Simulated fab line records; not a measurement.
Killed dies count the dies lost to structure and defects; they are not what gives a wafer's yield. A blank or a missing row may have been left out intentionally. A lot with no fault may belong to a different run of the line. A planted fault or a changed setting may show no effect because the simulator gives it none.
fab line records | flow rit-cmos
record: lots: 7 wafers: 21 last-day: 7
route steps=202 shown CONTACT@168 M1@202
lots with no fault: from the same line, run without faults
start-h: start of the lot's first displayed wafer, in hours after the record's first day | wait-h: time in hours since the lot's previous step | " unchanged from the row above | L1.1+2: one row covering several wafers at once | - no value present, or no start provided | * or withheld: withheld | < > ~ a bound
route shown NAME@n: NAME is a module with steps in the file, n the number in the route of the first one | usual: mean/standard deviation of fault-free wafers | same: alike in all rows | chamber/n: place in a boat | sites: readings site by site | _std_site: the standard deviation of these | _edge_site: outer sites' mean less inner sites' | radius-mm: for every site, how far away it sits from the centre of the wafer | mask NAME#n: copy n | behind: tool/chamber where the wafer was last shaped | hold: why the lot went on hold/how many hours it stayed there/how the hold came to an end | device: the n, p or np transistor that did not switch | end of line: tests of these same wafers at the route's end | where a step has no rows: the recipe by itself | killed: at the first sort, the dies lost to defects and structure; wafer yield is something else | map: dies across one wafer; x = killed, . = not, _ = none there
set.NAME: the setting that was run; set.NAME@STEP: the one run at that earlier step | model.NAME: the simulator's own value behind a step, which no gauge read
a table for each step, a row for each wafer; lots at some steps of the route
services: a tool's chamber out of use, with start hour (start-h, from the record's first day; less than 0 if before it), hours out, and reason
== steps ==
step: RIT_CONTACT_CVD_00
recipe: material: SiO2 target-thk-nm: 400 precursor: TEOS temp-c: 390 time-s: 61 rf-w: 400
usual: heater-power-w: 316/69
columns lot.wafer tool chamber start-h wait-h heater-power-w
L284.1 pecvd-04 0 69.45 0.1 345
L284.3 " 1 " " 376
L284.5 " 2 " " 405
L286.2 pecvd-02 1 81.80 0.0 375
L286.4 " 2 " " 292
L286.5 " 0 " " 289
L287.1 pecvd-04 0 85.41 0.1 315
L287.2 " 2 " " 450
L287.5 " 1 " " 377
L288.1 pecvd-01 0 90.57 0.1 324
L288.3 " 1 " " 336
L288.4 " 2 " " 247
L289.2 pecvd-02 1 96.84 0.0 372
L289.4 " 2 " " 255
L289.5 " 0 " " 242
L298.1 pecvd-02 1 138.17 0.1 357
L298.5 " 1 " " 370
L298.6 " 0 " " 208
L303.1 pecvd-01 2 165.19 0.1 219
L303.3 " 1 " " 333
L303.5 " 1 " " 344
step: RIT_CONTACT_THK_MEAS_01
recipe: reads: SiO2_of_CONTACT_CVD_00
usual: CONTACT_TEOS_THK: 400/6.4
columns lot.wafer tool chamber start-h wait-h CONTACT_TEOS_THK[nm]
L284.1 film-metro-01 - 69.51 0.0 395
L284.3 " - " " 393
L284.5 " - " " 398
L286.2 film-metro-01 - 81.86 0.0 398
L286.4 " - " " 400
L286.5 " - " " 396
L287.1 film-metro-04 - 85.47 0.0 403
L287.2 " - " " 397
L287.5 " - " " 406
L288.1 film-metro-02 - 90.62 0.0 400
L288.3 " - " " 408
L288.4 " - " " 397
L289.2 film-metro-01 - 96.90 0.0 400
L289.4 " - " " 408
L289.5 " - " " 411
L298.1 film-metro-01 - 138.22 0.0 394
L298.5 " - " " 404
L298.6 " - " " 411
L303.1 film-metro-02 - 165.24 0.0 391
L303.3 " - " " 398
L303.5 " - " " 407
step: RIT_CONTACT_HMDS_02
recipe: prime-time-s: 60 prime-temp-c: 140
step: RIT_CONTACT_COAT_03
recipe: resist: NOVOLAK spin-rpm: 3250 resist-thk-nm: 1000
step: RIT_CONTACT_SOFTBAKE_04
recipe: resist: NOVOLAK temp-c: 90 time-s: 60
step: RIT_CONTACT_EXPOSE_05
recipe: mask-id: M11 na: 0.6 source-shape: conventional sigma-outer: 0.5 target-cd-nm: 1000 dose-mj: 250
step: RIT_CONTACT_PEB_06
recipe: resist: NOVOLAK temp-c: withheld time-s: withheld
step: RIT_CONTACT_DEVELOP_07
recipe: resist: NOVOLAK develop-time-s: 125.5 dev-temp-c: 23
step: RIT_CONTACT_CD_MEAS_08
recipe: target-cd-nm: 1000
usual: cd-nm: 1000.6/2.1
columns lot.wafer tool chamber start-h wait-h cd-nm
L284.1 cd-sem-02 - 70.53 - 996.8
L284.3 " - " " 996.2
L284.5 " - " " 999.1
L286.2 cd-sem-02 - 83.05 - 1004.0
L286.4 " - " " 1002.9
L286.5 " - " " 1003.1
L287.1 cd-sem-02 - 86.49 - 998.6
L287.2 " - " " 1001.6
L287.5 " - " " 999.9
L288.1 cd-sem-01 - 91.65 - 1000.5
L288.3 " - " " 999.9
L288.4 " - " " 999.0
L289.2 cd-sem-02 - 97.94 - 1001.5
L289.4 " - " " 1000.3
L289.5 " - " " 999.4
L298.1 cd-sem-02 - 139.24 - 998.6
L298.5 " - " " 1000.3
L298.6 " - " " 997.3
L303.1 cd-sem-02 - 166.50 - 1000.8
L303.3 " - " " 999.9
L303.5 " - " " 997.7
step: RIT_CONTACT_OVL_MEAS_09
usual: CONTACT_OVL: -0.5/1.2
columns lot.wafer tool chamber start-h wait-h CONTACT_OVL[nm]
L284.1 overlay-02 - 70.65 0.1 1.5
L284.3 " - " " -2.3
L284.5 " - " " 0.1
L286.2 overlay-02 - 83.15 0.1 -1.1
L286.4 " - " " -1.6
L286.5 " - " " 0.0
L287.1 overlay-02 - 86.61 0.1 -1.9
L287.2 " - " " 0.2
L287.5 " - " " -0.2
L288.1 overlay-02 - 91.77 0.1 -0.3
L288.3 " - " " -2.1
L288.4 " - " " -0.8
L289.2 overlay-01 - 98.04 0.1 -0.1
L289.4 " - " " 0.1
L289.5 " - " " 0.5
L298.1 overlay-01 - 139.36 0.1 -0.5
L298.5 " - " " -1.8
L298.6 " - " " 0.8
L303.1 overlay-01 - 166.62 0.1 -1.4
L303.3 " - " " -0.4
L303.5 " - " " -0.9
step: RIT_CONTACT_HARDBAKE_10
recipe: resist: NOVOLAK temp-c: 140 time-s: 60
step: RIT_CONTACT_ETCH_11
recipe: target-depth-a: 4800 over-etch-frac: 0.2 stop-on: TiSi2 chemistry: CHF3/CF4/Ar target: SiO2 CHF3_flow_sccm: 50 cf4-flow-sccm: 10 Ar_flow_sccm: 100 O2_flow_sccm: 5 pressure-mtorr: 100 rf-w: 200 time-s: 320
usual: drypump-motor-current-A: 5.9/0.49 oes-product-au: 0.989/0.01 throttle-valve-pct: 8.80/0.1
columns lot.wafer tool chamber start-h wait-h drypump-motor-current-A oes-product-au rf-hours-counter-h throttle-valve-pct
L284.1 rie-diel-03 2 70.84 0.1 5.4 0.983 39 8.72
L284.3 " 0 " " 6.4 0.993 73 8.90
L284.5 " 2 " " 5.4 0.993 - 8.71
L286.2 rie-diel-01 1 83.33 0.1 5.4 0.987 144 8.93
L286.4 " 2 " " 5.7 1.003 54 8.79
L286.5 " 3 " " 5.8 0.983 - 8.77
L287.1 rie-diel-03 2 86.80 0.1 5.4 0.992 39 8.71
L287.2 " 0 " " 6.5 0.998 73 8.90
L287.5 " 1 " " 6.5 0.980 - 8.93
L288.1 rie-diel-02 2 91.95 0.1 5.3 1.002 73 8.59
L288.3 " 1 " " 6.4 0.990 59 8.83
L288.4 " 2 " " 5.4 0.993 - 8.60
L289.2 rie-diel-03 3 98.22 0.1 5.3 0.981 140 8.87
L289.4 " 0 " " 6.5 0.995 73 8.91
L289.5 " 1 " " 6.4 0.979 - 8.91
L298.1 rie-diel-01 1 139.55 0.1 5.3 0.993 145 8.94
L298.5 " 2 " " 5.7 0.990 - 8.79
L298.6 " 3 " " 5.8 0.983 - 8.77
L303.1 rie-diel-02 1 166.81 0.1 6.4 0.986 61 8.82
L303.3 " 2 " " 5.3 0.999 74 8.61
L303.5 " 3 " " 6.3 0.966 - 8.72
step: RIT_CONTACT_STRIP_12
recipe: chemistry: O2 time-s: 180 resist: NOVOLAK platen-temp-c: withheld power-w: 500 pressure-mtorr: 4000 o2-flow-sccm: 4000
usual: chamber-pressure-mTorr: 4000/3.5 drypump-motor-current-A: 5.41/0.25
columns lot.wafer tool chamber start-h wait-h chamber-pressure-mTorr drypump-motor-current-A rf-hours-counter-h model.NOVOLAK_of_CONTACT_COAT_03.thk-nm
L284.1 plasma-asher-03 0 71.03 0.1 4001 5.15 43 0
L284.3 " 1 " " 4001 5.14 - 0
L284.5 " 1 " " 3996 5.15 - 0
L286.2 plasma-asher-02 0 83.53 0.1 4002 5.59 43 0
L286.4 " 0 " " 4003 5.60 - 0
L286.5 " 1 " " 4001 5.43 - 0
L287.1 plasma-asher-02 1 86.99 0.1 - - - 764.7
L287.2 " 0 " " - - - 770.7
L287.5 " 0 " " - - - 769.1
L288.1 plasma-asher-03 0 92.15 0.1 - - - 771.3
L288.3 " 0 " " - - - 767.1
L288.4 " 1 " " - - - 768.7
L289.2 plasma-asher-02 1 98.42 0.1 - - - 763.9
L289.4 " 1 " " - - - 771.5
L289.5 " 0 " " - - - 770.4
L298.1 plasma-asher-01 1 139.74 0.1 3996 5.09 35 0
L298.5 " 0 " " 3998 5.81 - 0
L298.6 " 1 " " 4001 5.09 - 0
L303.1 plasma-asher-01 1 167.00 0.1 4009 5.09 38 0
L303.3 " 1 " " 4007 5.09 - 0
L303.5 " 1 " " 4005 5.08 - 0
step: RIT_CONTACT_CD_MEAS_90
recipe: target-cd-nm: 1000
usual: cd-nm: 1000.5/2.1
columns lot.wafer tool chamber start-h wait-h cd-nm
L284.1 cd-sem-02 - 71.21 0.1 996.6
L284.3 " - " " 996.6
L284.5 " - " " 998.7
L286.2 cd-sem-02 - 83.72 0.1 1004.1
L286.4 " - " " 1002.7
L286.5 " - " " 1002.8
L287.1 cd-sem-01 - 87.17 0.1 998.9
L287.2 " - " " 1001.4
L287.5 " - " " 999.6
L288.1 cd-sem-01 - 92.32 0.1 1000.8
L288.3 " - " " 999.5
L288.4 " - " " 999.1
L289.2 cd-sem-01 - 98.61 0.1 1002.3
L289.4 " - " " 1000.1
L289.5 " - " " 999.4
L298.1 cd-sem-02 - 139.92 0.1 997.9
L298.5 " - " " 999.6
L298.6 " - " " 997.2
L303.1 cd-sem-01 - 167.18 0.1 999.8
L303.3 " - " " 999.8
L303.5 " - " " 996.9
step: RIT_M1_PROBE_99
usual: killed_at_M0_to_M3: 0.0/0.12 killed-at-contacts: 0.0/0.16 killed-at-front-end: 7.1/2.7 killed-dies: 7.2/2.7 killed-on-rim: 1.9/1.2 killed-open: 3.5/1.9 killed-short: 3.6/1.9
same: gross-dies: 264 killed_at_M4_up: 0 killed-at-back-side: 0 killed-at-other: 0
columns lot.wafer tool chamber start-h wait-h killed_at_M0_to_M3 killed-at-contacts killed-at-front-end killed-dies killed-on-rim killed-open killed-short
L284.1 prober-01 - 75.92 0.1 0 0 7 7 1 7 0
L284.3 prober-01 - 76.02 0.2 0 0 10 10 3 6 4
L284.5 prober-01 - 76.12 0.2 0 0 6 6 3 4 2
L286.2 prober-01 - 88.26 0.1 0 0 6 6 1 5 1
L286.4 prober-01 - 88.36 0.2 0 0 6 6 2 4 2
L286.5 prober-01 - 88.41 0.2 0 0 8 8 2 2 6
L287.1 prober-02 - 91.79 0.1 257 1 6 264 70 3 4
L287.2 prober-02 - 91.84 0.1 256 0 8 264 70 3 5
L287.5 prober-02 - 91.99 0.2 255 0 9 264 70 7 2
L288.1 prober-01 - 96.97 0.1 254 0 10 264 70 3 6
L288.3 prober-01 - 97.07 0.2 259 0 5 264 70 3 1
L288.4 prober-01 - 97.12 0.2 260 0 4 264 70 1 2
L289.2 prober-02 - 103.27 0.1 260 0 4 264 70 1 3
L289.4 prober-02 - 103.37 0.2 261 0 3 264 70 1 2
L289.5 prober-02 - 103.42 0.2 256 0 8 264 70 6 2
L298.1 prober-01 - 145.06 0.1 0 0 9 9 3 4 3
L298.5 prober-01 - 145.26 0.2 0 0 5 5 2 1 4
L298.6 prober-01 - 145.31 0.2 0 0 10 10 3 3 6
L303.1 prober-02 - 171.82 0.1 0 0 6 6 1 3 3
L303.3 prober-02 - 171.92 0.2 0 0 7 7 4 6 1
L303.5 prober-02 - 172.02 0.2 0 0 1 1 0 0 1
killed by level:class
L284.1 GATE:geometric-particle:open=2 REOX:geometric-particle:open=2 FOX1:geometric-particle:open=1 FOX2:geometric-particle:open=1 SPACER:geometric-particle:open=1
L284.3 FOX1:geometric-particle:short=2 REOX:geometric-particle:open=2 SPACER:geometric-particle:open=2 FOX2:geometric-particle:open=1 GATE:geometric-particle:open=1 REOX:geometric-particle:short=1 SPACER:geometric-particle:short=1
L284.5 GATE:geometric-particle:open=2 GATE:geometric-particle:short=2 FOX1:geometric-particle:open=1 SPACER:geometric-particle:open=1
L286.2 GATE:geometric-particle:open=3 SPACER:geometric-particle:open=2 REOX:geometric-particle:short=1
L286.4 REOX:geometric-particle:open=2 GATE:geometric-particle:short=1 GATE:geometric-particle:open=1 REOX:geometric-particle:short=1 SILICIDE:geometric-particle:open=1
L286.5 GATE:geometric-particle:short=2 REOX:geometric-particle:short=2 REOX:geometric-particle:open=2 SPACER:geometric-particle:short=1 SILICIDE:geometric-particle:short=1
L287.1 M1:area-sputter=257 GATE:geometric-particle:short=2 REOX:geometric-particle:short=2 FOX1:geometric-particle:open=1 REOX:geometric-particle:open=1 CONTACT:geometric-particle:open=1
L287.2 M1:area-sputter=255 REOX:geometric-particle:short=2 SILICIDE:geometric-particle:open=2 SILICIDE:geometric-particle:short=2 FOX1:geometric-particle:short=1 REOX:geometric-particle:open=1 M1:coat-microbubble-printed=1
L287.5 M1:area-sputter=255 FOX1:geometric-particle:open=2 GATE:geometric-particle:short=2 SILICIDE:geometric-particle:open=2 GATE:geometric-particle:open=1 REOX:geometric-particle:open=1 SPACER:geometric-particle:open=1
L288.1 M1:area-sputter=254 SPACER:geometric-particle:short=2 SILICIDE:geometric-particle:open=2 FOX1:geometric-particle:short=1 FOX2:geometric-particle:short=1 GATE:geometric-particle:open=1 GATE:geometric-particle:short=1 SILICIDE:geometric-particle:short=1
L288.3 M1:area-sputter=259 SILICIDE:geometric-particle:open=3 GATE:geometric-particle:short=1 NRETRO:coat-microbubble-printed=1
L288.4 M1:area-sputter=260 GATE:geometric-particle:short=2 GATE:geometric-particle:open=1 NRETRO:coat-microbubble-printed=1
L289.2 M1:area-sputter=260 GATE:geometric-particle:short=2 SPACER:geometric-particle:short=1 SPACER:geometric-particle:open=1
L289.4 M1:area-sputter=261 FOX1:geometric-particle:short=1 GATE:geometric-particle:open=1 SPACER:geometric-particle:short=1
L289.5 M1:area-sputter=256 SILICIDE:geometric-particle:open=2 FOX1:geometric-particle:open=1 FOX2:geometric-particle:open=1 GATE:geometric-particle:short=1 GATE:geometric-particle:open=1 SPACER:geometric-particle:short=1 SPACER:geometric-particle:open=1
L298.1 GATE:geometric-particle:open=2 NRETRO:coat-microbubble-printed=2 FOX1:geometric-particle:open=1 FOX1:geometric-particle:short=1 REOX:geometric-particle:short=1 SPACER:geometric-particle:short=1 SILICIDE:geometric-particle:open=1
L298.5 REOX:geometric-particle:short=2 SPACER:geometric-particle:short=1 SILICIDE:geometric-particle:open=1 SILICIDE:geometric-particle:short=1
L298.6 GATE:geometric-particle:short=3 GATE:geometric-particle:open=2 SILICIDE:geometric-particle:short=2 REOX:geometric-particle:short=1 SPACER:geometric-particle:open=1 NRETRO:coat-microbubble-printed=1
L303.1 SPACER:geometric-particle:short=2 FOX2:geometric-particle:open=1 GATE:geometric-particle:open=1 REOX:geometric-particle:short=1 SPACER:geometric-particle:open=1
L303.3 GATE:geometric-particle:open=4 FOX1:geometric-particle:open=1 REOX:geometric-particle:open=1 SPACER:geometric-particle:short=1
L303.5 REOX:geometric-particle:short=1
map L287.1 (x killed, . not)
________xxxxxxx_______
_____xxxxxxxxxxxxx____
____xxxxxxxxxxxxxxx___
___xxxxxxxxxxxxxxxxx__
__xxxxxxxxxxxxxxxxxxx_
__xxxxxxxxxxxxxxxxxxx_
_xxxxxxxxxxxxxxxxxxxxx
_xxxxxxxxxxxxxxxxxxxxx
_xxxxxxxxxxxxxxxxxxxxx
_xxxxxxxxxxxxxxxxxxxxx
__xxxxxxxxxxxxxxxxxxx_
__xxxxxxxxxxxxxxxxxxx_
___xxxxxxxxxxxxxxxxx__
____xxxxxxxxxxxxxxx___
_____xxxxxxxxxxxxx____
________xxxxxxx_______
map L288.1 (x killed, . not)
________xxxxxxx_______
_____xxxxxxxxxxxxx____
____xxxxxxxxxxxxxxx___
___xxxxxxxxxxxxxxxxx__
__xxxxxxxxxxxxxxxxxxx_
__xxxxxxxxxxxxxxxxxxx_
_xxxxxxxxxxxxxxxxxxxxx
_xxxxxxxxxxxxxxxxxxxxx
_xxxxxxxxxxxxxxxxxxxxx
_xxxxxxxxxxxxxxxxxxxxx
__xxxxxxxxxxxxxxxxxxx_
__xxxxxxxxxxxxxxxxxxx_
___xxxxxxxxxxxxxxxxx__
____xxxxxxxxxxxxxxx___
_____xxxxxxxxxxxxx____
________xxxxxxx_______
== services ==
columns tool chamber start-h hours kind
rie-diel-03 - 57.93 0.6 repair
rie-diel-02 0 76.36 - clean
rie-diel-02 0 76.36 14.8 scheduled-down
rie-diel-02 0 76.36 14.8 vent-cycle
pecvd-04 - 80.61 0.5 repair
pecvd-02 - 86.49 1.0 repair
rie-diel-02 3 87.02 10.5 repair
pecvd-04 1 87.20 13.8 repair
rie-diel-01 1 95.27 5.7 repair
rie-diel-03 0 98.90 9.8 repair
pecvd-02 2 106.14 9.6 repair
plasma-asher-03 - 108.75 9.0 pm
plasma-asher-03 0 108.75 9.0 vent-cycle
plasma-asher-03 1 108.75 9.0 vent-cycle
rie-diel-03 0 109.05 15.7 repair
plasma-asher-02 - 109.58 2.8 pm
rie-diel-02 - 115.48 14.6 pm
plasma-asher-03 0 117.75 - clean
plasma-asher-03 1 117.75 - clean
pecvd-02 1 118.88 5.6 repair
pecvd-02 - 165.69 1.1 repair
plasma-asher-03 - 166.44 2.8 pm
== key ==
first-sign: step: RIT_CONTACT_STRIP_12 reading: tool-record direction: missing
effect: step: RIT_M1_PROBE_99 reading: killed_at_M0_to_M3 direction: up sigmas: 99+ usual: 0.0 struck: 257.6
model-effect: step: RIT_CONTACT_STRIP_12 value: NOVOLAK_of_CONTACT_COAT_03.thk-nm without: 0 struck: 768.6
more-kills-born-at: RIT_M1_SPUTTER_00@pvd-sputter-02: 1544 RIT_M1_SPUTTER_00@pvd-sputter-04: 773
met-at RIT_CONTACT_STRIP_12
struck-wafers L287.1,L287.2,L287.5,L288.1,L288.3,L288.4,L289.2,L289.4,L289.5
later-rows-left-out L287.1,L287.2,L287.5,L288.1,L288.3,L288.4,L289.2,L289.4,L289.5
tester-left-out L287,L288,L289
onset-between 83.53 86.99
fault: kind: skipped-step-whole tool: plasma-asher-02,plasma-asher-03 chamber: - onset-h: 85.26 steps: RIT_CONTACT_STRIP_12 scope: struck-lots-only
tester-left-out: of these lots the tester's yield and bins aren't shown, on N5 and GAA mostly nor the transistor test; their killed dies are dies lost to structure and defects alone, not to doping, threshold or leakage, so they don't give the yield
later-rows-left-out: the simulator's readings of these wafers behind a module that went badly wrong aren't trusted and aren't shown, but for the sort
